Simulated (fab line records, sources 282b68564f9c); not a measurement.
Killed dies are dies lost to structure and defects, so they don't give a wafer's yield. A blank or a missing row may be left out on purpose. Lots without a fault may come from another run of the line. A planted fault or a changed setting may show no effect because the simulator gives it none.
Which tool did it? | flow rit_cmos | 14 lots, 42 wafers sampled, at 2 steps of a route of 202

WHAT THE GAUGES READ, wafer by wafer
The record holds no reading of a measuring or inspecting step that can be judged against a usual standard deviation.

WHICH TOOL RAN EACH LOT (tool, then ch and the chambers of the sampled wafers, then the start)
lot  | RIT_M1_HARDBAKE_11               | RIT_M1_PROBE_99
L237 | litho_track-03 ch 0, day 3 07:59 | prober-01, day 3 10:29
L238 | litho_track-02 ch 0, day 3 12:44 | prober-02, day 3 16:22
L239 | litho_track-01 ch 0, day 3 17:42 | prober-01, day 3 20:31
L241 | litho_track-01 ch 0, day 4 03:41 | prober-01, day 4 06:11
L243 | litho_track-03 ch 0, day 4 13:07 | prober-01, day 4 15:40
L247 | litho_track-01 ch 0, day 5 08:14 | prober-01, day 5 10:45
L250 | litho_track-02 ch 0, day 6 01:22 | prober-02, day 6 03:52
L251 | litho_track-03 ch 0, day 6 04:48 | prober-01, day 6 07:19
L252 | litho_track-02 ch 0, day 6 09:03 | prober-02, day 6 11:44
L256 | litho_track-02 ch 0, day 7 06:14 | prober-02, day 7 08:44
L257 | litho_track-03 ch 0, day 7 11:08 | prober-01, day 7 14:38
L258 | litho_track-02 ch 0, day 7 15:39 | prober-02, day 7 18:09
L259 | litho_track-03 ch 0, day 7 19:16 | prober-01, day 7 21:46
L260 | litho_track-02 ch 0, day 8 03:10 | prober-02, day 8 05:40
- RIT_M1_HARDBAKE_11: time 120 s.
- RIT_M1_PROBE_99

WHAT THE TOOLS THEMSELVES READ (means of the sampled wafers that have a number; where no wafer has one, the mark that the record gives instead)
RIT_M1_HARDBAKE_11.
lot  | tool           | heater_power_total_W (W) | plate_temp_C (C)
L237 | litho_track-03 | 52.09                    | 140.32
L238 | litho_track-02 | 52.02                    | 139.85
L239 | litho_track-01 | 52.03                    | 140.04
L241 | litho_track-01 | 50.65                    | 136.98
L243 | litho_track-03 | 52.04                    | 139.95
L247 | litho_track-01 | 50.64                    | 137.07
L250 | litho_track-02 | 51.98                    | 140.12
L251 | litho_track-03 | 51.98                    | 140.22
L252 | litho_track-02 | 52.00                    | 140.07
L256 | litho_track-02 | 52.04                    | 139.79
L257 | litho_track-03 | 52.05                    | 140.11
L258 | litho_track-02 | 52.04                    | 140.01
L259 | litho_track-03 | 51.98                    | 140.01
L260 | litho_track-02 | 52.02                    | 140.04

RIT_M1_PROBE_99.
lot  | tool      | defect_limited_yield (%) | killed_at_M0_to_M3 | killed_at_contacts | killed_at_front_end | killed_dies | killed_open | killed_short | sort_bin_3_pad_short (%) | sort_bin_5_function (%) | sort_bin_6_memory (%) | sort_n_pass | sort_yield_pct (%)
L237 | prober-01 | 98.2                     | 0.0                | 0.0                | 5                   | 5           | 2.3         | 2.3          | 0.3                      | 1.1                     | 0.4                   | 259         | 98.2
L238 | prober-02 | 97.4                     | 0.0                | 0.3                | 7                   | 7           | 4.0         | 3.0          | 0.3                      | 1.6                     | 0.8                   | 257         | 97.4
L239 | prober-01 | 97.1                     | 0.0                | 0.7                | 7                   | 8           | 4.0         | 3.7          | 0.0                      | 2.3                     | 0.7                   | 256         | 97.1
L241 | prober-01 | 96.8                     | 0.0                | 0.0                | 8                   | 8           | 4.7         | 3.7          | 0.1                      | 2.1                     | 0.9                   | 256         | 96.8
L243 | prober-01 | 97.2                     | 0.0                | 0.0                | 7                   | 7           | 3.3         | 4.0          | 0.0                      | 1.6                     | 1.2                   | 257         | 97.2
L247 | prober-01 | 98.6                     | 0.0                | 0.0                | 4                   | 4           | 2.0         | 1.7          | 0.0                      | 0.9                     | 0.5                   | 260         | 98.6
L250 | prober-02 | 97.6                     | 0.0                | 0.0                | 6                   | 6           | 3.7         | 2.7          | 0.3                      | 1.5                     | 0.7                   | 258         | 97.6
L251 | prober-01 | 97.3                     | 0.0                | 0.0                | 7                   | 7           | 2.3         | 4.7          | 0.1                      | 1.5                     | 1.0                   | 257         | 97.3
L252 | prober-02 | 98.0                     | 0.0                | 0.7                | 5                   | 5           | 2.7         | 2.7          | 0.3                      | 1.3                     | 0.5                   | 259         | 98.0
L256 | prober-02 | 97.3                     | 0.3                | 0.3                | 6                   | 7           | 4.0         | 3.0          | 0.1                      | 1.8                     | 0.8                   | 257         | 97.3
L257 | prober-01 | 96.8                     | 0.0                | 0.0                | 8                   | 8           | 4.3         | 4.0          | 0.1                      | 1.9                     | 1.1                   | 256         | 96.8
L258 | prober-02 | 97.1                     | 0.0                | 0.0                | 8                   | 8           | 4.3         | 3.3          | 0.0                      | 2.0                     | 0.9                   | 256         | 97.1
L259 | prober-01 | 97.3                     | 0.0                | 0.0                | 7                   | 7           | 2.7         | 4.3          | 0.4                      | 1.2                     | 1.1                   | 257         | 97.3
L260 | prober-02 | 96.0                     | 0.0                | 0.0                | 11                  | 11          | 7.0         | 3.7          | 0.3                      | 2.1                     | 1.6                   | 253         | 96.0

THE ANSWER, worked out from the rows above alone
Rule: what is usual is taken from the lots themselves. Put in order of their means at a reading, lots are off if they are a third of the lots or fewer, leave a main group of 4 or more, and stand apart from it by a gap of 3 or more times the standard deviation of the main group's means; of several such gaps the widest counts. A main group whose means are all the same, to the digits that the tables above print for the reading, isn't used. A lot without any number at a reading at which 4 lots or more have one is off too. The other lots that the step has rows for count as sound. The gauges are gone through in route order, then the tools' own readings, and for those a lot's mean is taken as printed above. The first step at which some lot is off is used, and at that step the reading that is off furthest; a lot without a number counts as furthest.
Off: L241, L247, at RIT_M1_HARDBAKE_11 (heater_power_total_W). The main group: mean 52.02 W, standard deviation 0.032.
A tool fits if, at that step or a process step before it, it ran every lot that is off, and no sound lot after the first of them. One fits: litho_track-01 at RIT_M1_HARDBAKE_11. Its last sound lot is L239 (day 3 17:42), its first lot that is off L241 (day 4 03:41): a fault that began between those two fits.
The tool's own readings at RIT_M1_HARDBAKE_11 bear it out: on the lots that are off they differ by more than 5 times the standard deviation of the sound lots' means. heater_power_total_W reads 50.64 W there against 52.02 W on the sound lots; plate_temp_C reads 137.02 C there against 140.04 C on the sound lots.

WHAT THE SIMULATOR HAD PUT IN
Process parameter drift: litho_track-01, from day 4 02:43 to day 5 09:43, at RIT_M1_HARDBAKE_11. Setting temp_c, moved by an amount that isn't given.
Lots struck among those shown: L241, L247. The rule above found the same.
